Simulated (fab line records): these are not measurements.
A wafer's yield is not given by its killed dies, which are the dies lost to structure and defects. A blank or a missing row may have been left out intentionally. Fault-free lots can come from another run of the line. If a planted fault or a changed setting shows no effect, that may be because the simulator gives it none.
Chamber matching ; flow berkeley_cmos170 ; 4 sister chambers for UCB170_CONTACT_ETCH_17 on rie_diel-01
The step etches BARC in N2/H2. 4 wafers are shown with their chamber, then 7 later ones without.

WAFERS PAIRED WITH THEIR CHAMBERS
wafer;chamber;throttle_valve_pct (%)
L243.2;1;13.60
L243.3;0;13.35
L245.2;3;13.42
L245.3;2;13.36

WAFERS WITH NO CHAMBER GIVEN
wafer;throttle_valve_pct (%)
L245.4;13.36
L247.1;13.37
L247.3;13.42
L247.5;13.42
L251.2;13.61
L251.5;13.41
L251.6;13.35

THE CHAMBER EACH PASSED THROUGH
wafer;from the rows above;in truth
L245.4;can't be placed: 2 or 0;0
L247.1;can't be placed: 2 or 0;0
L247.3;3;3
L247.5;3;3
L251.2;1;1
L251.5;3;3
L251.6;can't be placed: 0 or 2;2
Correctly placed: 4 of 7. Unplaceable from these rows: 3, with the true chamber sitting among the candidates in 3. 0 placed wrongly.
How it was worked out, from the rows above alone: a wafer's distance from a chamber is the root of the sum, over the readings, of the square of ((its reading less the chamber's mean) divided by the reading's scatter). The wafer belongs to the nearest chamber; if the next one is less than 2 further off, it can't be placed. For every chamber, the mean is computed from those of its wafers that are shown. The scatter: with one shown wafer a chamber, the root of the mean of the squares of how far each hidden wafer lies from its nearest shown one.
